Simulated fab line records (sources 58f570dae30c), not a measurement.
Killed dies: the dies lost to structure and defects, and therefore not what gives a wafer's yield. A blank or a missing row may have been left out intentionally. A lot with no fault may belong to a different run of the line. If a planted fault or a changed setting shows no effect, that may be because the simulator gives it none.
The tool behind it: which one? ; flow berkeley_cmos170 ; 14 lots, 42 wafers sampled, at 5 steps of a route of 331

== WHAT EACH GAUGE READ, for each wafer ==
UCB170_NWELL_OVL_MEAS_12. Usual: NWELL_OVL -1 nm, standard deviation 6.9.
lot;measured;on;NWELL_OVL (nm);flag
L105;day 2 06:32;overlay-02;-4 -4 -7;
L108;day 3 00:58;overlay-02;11 12 12;
L109;day 3 07:22;overlay-01;-10 -15 0;
L110;day 3 12:23;overlay-01;-6 -3 1;
L111;day 3 17:58;overlay-02;0 -1 6;
L114;day 4 08:26;overlay-02;-9 -12 0;
L115;day 4 08:40;overlay-02;4 7 10;
L117;day 4 15:39;overlay-01;-4 0 3;
L121;day 5 14:25;overlay-02;-12 -11 -13;
L122;day 5 18:34;overlay-02;-2 1 2;
L123;day 5 22:44;overlay-01;12 4 13;
L124;day 6 07:25;overlay-02;5 7 -2;
L125;day 6 10:06;overlay-02;-2 0 4;
L128;day 6 23:31;overlay-01;-5 -5 -3;

UCB170_FIELD_THK_MEAS_90. Usual: FIELD_OXIDE_LEFT_1_THK 439 nm, standard deviation 8.6.
lot;measured;on;FIELD_OXIDE_LEFT_1_THK (nm);flag
L105;day 4 13:49;film_metro-02;430 442 424;
L108;day 5 13:45;film_metro-02;432 427 441;
L109;day 6 00:49;film_metro-02;437 441 438;
L110;day 6 00:49;film_metro-04;441 430 439;
L111;day 6 00:50;film_metro-03;445 444 447;
L114;day 7 07:14;film_metro-02;432 439 425;
L115;day 7 07:14;film_metro-04;433 427 430;
L117;day 7 07:14;film_metro-03;440 440 439;
L121;day 8 08:10;film_metro-02;430 438 430;
L122;day 8 14:28;film_metro-03;433 426 430;
L123;day 8 14:28;film_metro-04;450 432 439;
L124;day 9 04:26;film_metro-02;433 436 432;
L125;day 9 04:26;film_metro-03;441 443 439;
L128;day 9 17:10;film_metro-02;429 436 425;

UCB170_SPACER_THK_MEAS_01. Usual: SPACER_TEOS_THK 376 nm, standard deviation 5.4.
lot;measured;on;SPACER_TEOS_THK (nm);flag
L105;day 5 20:00;film_metro-04;372 377 379;
L108;day 6 23:02;film_metro-04;374 372 381;
L109;day 7 11:37;film_metro-01;756 751 762;OFF
L110;day 7 11:44;film_metro-04;367 368 366;
L111;day 7 11:54;film_metro-03;375 380 380;
L114;day 8 21:42;film_metro-01;743 748 751;OFF
L115;day 8 21:49;film_metro-04;371 380 378;
L117;day 8 22:11;film_metro-03;369 373 381;
L121;day 9 20:19;film_metro-01;382 380 376;
L122;day 10 02:10;film_metro-03;371 367 373;
L123;day 10 02:20;film_metro-04;376 377 386;
L124;day 10 12:46;film_metro-04;371 369 376;
L125;day 10 13:29;film_metro-04;376 383 375;
L128;day 11 04:42;film_metro-03;378 376 377;

== EACH LOT AND THE TOOL THAT RAN IT (in order: tool; ch and the chambers of the sampled wafers; start) ==
lot;UCB170_NVT_STRIP_08;UCB170_SPACER_CVD_00
L105;plasma_asher-03 ch 0,1, day 5 03:58;pecvd-03 ch 0,1,2, day 5 19:58
L108;plasma_asher-02 ch 0,1, day 6 05:55;pecvd-03 ch 1,2, day 6 22:59
L109;plasma_asher-01 ch 0,1, day 6 13:44;pecvd-03 ch 0,2, day 7 11:22
L110;plasma_asher-02 ch 0,1, day 6 14:01;pecvd-02 ch 0,1,2, day 7 11:41
L111;plasma_asher-01 ch 0,1, day 6 14:04;pecvd-01 ch 0,1, day 7 11:51
L114;plasma_asher-01 ch 0,1, day 8 01:27;pecvd-01 ch 1,2, day 8 21:17
L115;plasma_asher-01 ch 0,1, day 8 01:43;pecvd-02 ch 0,1,2, day 8 21:47
L117;plasma_asher-03 ch 0,1, day 8 01:28;pecvd-03 ch 0,1,2, day 8 22:08
L121;plasma_asher-03 ch 0,1, day 9 00:45;pecvd-03 ch 0,1,2, day 9 20:14
L122;plasma_asher-03 ch 0,1, day 9 06:15;pecvd-03 ch 0,2, day 10 02:08
L123;plasma_asher-02 ch 0,1, day 9 06:30;pecvd-01 ch 0,1, day 10 02:18
L124;plasma_asher-02 ch 0,1, day 9 19:52;pecvd-03 ch 0,1,2, day 10 12:43
L125;plasma_asher-03 ch 0,1, day 9 20:08;pecvd-02 ch 0,1, day 10 13:26
L128;plasma_asher-01 ch 0,1, day 10 05:52;pecvd-03 ch 0,1,2, day 11 04:38
- UCB170_NVT_STRIP_08: strips in O2.
- UCB170_SPACER_CVD_00: deposits SiO2 from TEOS/O2, target thk 376 nm, time 47 s.

== WHAT THE TOOLS THEMSELVES READ (means of the sampled wafers that have a number; where no wafer has one, the mark that the record gives instead) ==
UCB170_NVT_STRIP_08. Usual: drypump_motor_current_A 5.6 A, standard deviation 0.5; oes_product_au 0.735 a.u., standard deviation 0.0047; strip_time_to_endpoint_s 21.64 s, standard deviation 0.055.
lot;tool;drypump_motor_current_A (A);oes_product_au (a.u.);strip_time_to_endpoint_s (s);flag
L105;plasma_asher-03;5.7;0.735;21.60;
L108;plasma_asher-02;6.1;0.732;21.62;
L109;plasma_asher-01;5.2;0.733;21.64;
L110;plasma_asher-02;6.1;0.735;21.66;
L111;plasma_asher-01;5.2;0.735;21.67;
L114;plasma_asher-01;5.2;0.737;21.64;
L115;plasma_asher-01;5.2;0.733;21.59;
L117;plasma_asher-03;5.3;0.727;21.66;
L121;plasma_asher-03;5.7;0.739;21.60;
L122;plasma_asher-03;5.3;0.736;21.63;
L123;plasma_asher-02;6.1;0.736;21.60;
L124;plasma_asher-02;6.1;0.731;21.80;
L125;plasma_asher-03;5.7;0.735;21.61;
L128;plasma_asher-01;5.2;0.733;21.65;

UCB170_SPACER_CVD_00. Usual: heater_power_w 257 W, standard deviation 44.
lot;tool;heater_power_w (W);flag
L105;pecvd-03;272;
L108;pecvd-03;287;
L109;pecvd-03;308;
L110;pecvd-02;253;
L111;pecvd-01;265;
L114;pecvd-01;278;
L115;pecvd-02;244;
L117;pecvd-03;249;
L121;pecvd-03;247;
L122;pecvd-03;264;
L123;pecvd-01;285;
L124;pecvd-03;235;
L125;pecvd-02;231;
L128;pecvd-03;243;

== THE ANSWER, worked out from the rows above alone ==
Rule: lot off if the mean of its wafers having a number is beyond 3 standard deviations from the usual mean. A lot without any number at a reading at which 4 lots or more have one is off too. All remaining lots with rows at the step are treated as sound. Order of review: gauges by route order, followed by the tools' own readings, for which a lot's mean as printed above is used. The first step at which some lot is off is used, and at that step the reading that is off furthest; a lot without a number counts as furthest.
Off: at UCB170_SPACER_THK_MEAS_01 (SPACER_TEOS_THK), L109, L114.
A tool fits if, at a process step before that reading, it ran every lot that is off, and no sound lot after the first of them. The gauges at UCB170_SPACER_THK_MEAS_01 are tried like those tools. No candidate that was tried fits.

== WHAT THE SIMULATOR HAD PUT IN ==
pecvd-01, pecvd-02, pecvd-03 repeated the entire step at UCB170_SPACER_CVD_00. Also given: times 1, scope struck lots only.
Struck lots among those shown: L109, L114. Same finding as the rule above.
